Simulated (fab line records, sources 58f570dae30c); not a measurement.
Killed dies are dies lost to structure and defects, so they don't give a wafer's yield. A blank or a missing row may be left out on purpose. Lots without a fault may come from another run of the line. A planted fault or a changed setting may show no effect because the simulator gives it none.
A struck lot beside a sound one | flow berkeley_cmos170 | 14 steps out of a route of 331
Sound: wafers L272.1, L272.3, L272.6. Struck: wafers L261.2, L261.3, L261.5. The cause comes at the end.
At each step with rows: each side's tool, then ch and its chambers, then its first start. Under that, the readings that differ: sound wafers | struck wafers | difference of the means | sigmas: that difference in standard deviations of wafers without a fault.
alike: readings whose means differ by less than 2 such deviations, and words and numbers that are the same on both sides. not compared: withheld readings, readings that some wafer has no value for, bounds like >300 that may hide the same value, and numbers for which the record gives no deviation and whose values overlap.
The two part at a step that has a row with sigmas, a row that says differs or no value, or rows on one side only. Numbers that don't overlap but have no deviation are shown without sigmas and don't part them. A reading that every wafer of one side lacks parts them only if that side has two wafers or more.

first, 3 steps without rows for these wafers: UCB170_NLDD_EXPOSE_03 (exposes mask NSELECT, target cd 1200 nm); UCB170_NLDD_PEB_04; UCB170_NLDD_DEVELOP_05 (develop time 45 s).
UCB170_NLDD_CD_MEAS_06: target cd 1200 nm.
  sound on cd_sem-02, day 11 15:09; struck on cd_sem-01, day 8 17:47
  reading    | sound                | struck               | difference | sigmas
  cd_nm (nm) | 1202.2 1202.4 1202.5 | 1197.4 1196.4 1197.7 | -5.2       | -4
UCB170_NLDD_OVL_MEAS_07:
  sound on overlay-02, day 11 15:16; struck on overlay-01, day 8 17:54
  alike: NLDD_OVL
then, 2 steps without rows for these wafers: UCB170_NLDD_IMPLANT_08; UCB170_NLDD_IMPLANT_09.
UCB170_NLDD_STRIP_10: strips in O2.
  sound on plasma_asher-03 ch 0, day 11 15:36; struck on plasma_asher-03 ch 0,1, day 8 18:14
  alike: drypump_motor_current_A, oes_product_au, strip_time_to_endpoint_s
  not compared: rf_hours_counter_h
UCB170_NLDD_TW_MEAS_11:
  sound on film_metro-03, day 11 15:42; struck on film_metro-03, day 8 18:20
  alike: NLDD_TW
then, 1 step without rows for these wafers: UCB170_NLDD_CLEAN_12 (cleans in SPM, time 600 s).
UCB170_SPACER_CVD_00: deposits SiO2 from TEOS/O2, target thk 376 nm, time 47 s.
  sound on pecvd-03 ch 1,2, day 11 16:38; struck on pecvd-04 ch 1,2, day 8 18:36
  alike: heater_power_w
UCB170_SPACER_THK_MEAS_01:
  sound on film_metro-01, day 11 16:41; struck on film_metro-01, day 8 18:39
  alike: SPACER_TEOS_THK
UCB170_SPACER_ANNEAL_02: time 1800 s.
  sound on furnace-01 ch 0, day 11 18:55; struck on furnace-01, day 9 01:37
  no value came back on the struck wafers for spike_tc_centre_C (C), spike_tc_load_C (C); on the sound wafers spike_tc_centre_C (C) reads 899.6 902.5 901.4
UCB170_SPACER_ETCHBACK_03: etches SiO2 in CHF3/CF4/Ar, stops on Si, target depth 376 nm, time 100 s.
  sound on rie_diel-03 ch 1,3, day 11 20:25; struck on rie_diel-04 ch 0,1,2, day 9 03:07
  alike: drypump_motor_current_A, oes_product_au, throttle_valve_pct
  not compared: rf_hours_counter_h

WHERE THEY PART
First at UCB170_NLDD_CD_MEAS_06; last, within this record, at UCB170_SPACER_ANNEAL_02. Later steps at which nothing parts them and some readings are alike: UCB170_SPACER_ETCHBACK_03.

WHY: what the simulator had put in
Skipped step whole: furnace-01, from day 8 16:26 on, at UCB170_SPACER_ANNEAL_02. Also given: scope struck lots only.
